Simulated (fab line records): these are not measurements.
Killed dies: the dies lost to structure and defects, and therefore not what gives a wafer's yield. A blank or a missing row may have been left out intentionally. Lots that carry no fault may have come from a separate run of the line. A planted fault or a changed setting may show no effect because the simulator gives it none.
What tool caused it? / flow berkeley cmos170 / 7 lots, 21 wafers sampled, at 2 steps of a route of 331

## WHAT THE GAUGES READ, wafer by wafer
UCB170_NWELL_THK_MEAS_05.
lot=L680; measured=day 2 17:31; on=film metro-03; NWELL_NITRIDE_THK (nm)=225.4 224.5 225.3
lot=L682; measured=day 2 23:49; on=film metro-01; NWELL_NITRIDE_THK (nm)=226.1 224.5 223.9
lot=L685; measured=day 3 16:50; on=film metro-03; NWELL_NITRIDE_THK (nm)=227.0 224.7 225.5
lot=L688; measured=day 4 07:54; on=film metro-03; NWELL_NITRIDE_THK (nm)=219.9 222.2 219.8
lot=L690; measured=day 4 22:58; on=film metro-01; NWELL_NITRIDE_THK (nm)=226.8 224.6 225.8
lot=L693; measured=day 5 06:51; on=film metro-01; NWELL_NITRIDE_THK (nm)=193.2 194.7 194.5
lot=L701; measured=day 7 04:15; on=film metro-01; NWELL_NITRIDE_THK (nm)=220.6 221.8 221.2

## WHICH TOOL RAN EACH LOT (tool, then ch and the chambers of the sampled wafers, then the start)
lot=L680; UCB170_NWELL_CVD_04=lpcvd-02 ch 0, day 2 15:35
lot=L682; UCB170_NWELL_CVD_04=lpcvd-02 ch 0, day 2 21:51
lot=L685; UCB170_NWELL_CVD_04=lpcvd-01 ch 0, day 3 14:52
lot=L688; UCB170_NWELL_CVD_04=lpcvd-02 ch 1, day 4 04:59
lot=L690; UCB170_NWELL_CVD_04=lpcvd-01 ch 1, day 4 21:01
lot=L693; UCB170_NWELL_CVD_04=lpcvd-01 ch 0, day 5 04:55
lot=L701; UCB170_NWELL_CVD_04=lpcvd-02 ch 1, day 7 02:19
- UCB170_NWELL_CVD_04: deposits Si3N4 from SiH2Cl2/NH3, target thk 224 nm, time 3360 s.

## THE ANSWER, worked out from the rows above alone
Rule: what is usual is taken from the lots themselves. Put in order of their means at a reading, lots are off if they are a third of the lots or fewer, leave a main group of 4 or more, and stand apart from it by a gap of 3 or more times the standard deviation of the main group's means; of several such gaps the widest counts. Not used: any main group whose means are identical at the precision the tables above print for the reading. A lot without any number at a reading at which 4 lots or more have one is off too. The other lots that the step has rows for count as sound.
Off: at UCB170_NWELL_THK_MEAS_05 (NWELL_NITRIDE_THK), L693. For the main group the mean is 223.9 nm and the standard deviation 2.1.
If a tool, at a process step before that reading, ran all the lots that are off and no sound lot after the first of them, it fits. Those tools and the gauges at UCB170_NWELL_THK_MEAS_05 are tried in the same way. One fits: UCB170_NWELL_CVD_04 on lpcvd-01. A fault onset in the window from L690 (day 4 21:01, its last sound lot) to L693 (day 5 04:55, its first lot off) fits.

## WHAT THE SIMULATOR HAD INSERTED
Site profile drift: lpcvd-01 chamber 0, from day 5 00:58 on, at UCB170_NWELL_CVD_04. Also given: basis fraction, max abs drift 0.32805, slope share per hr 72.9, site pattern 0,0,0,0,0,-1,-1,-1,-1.
Shown lots that were struck: L693. The rule given above showed the same thing.
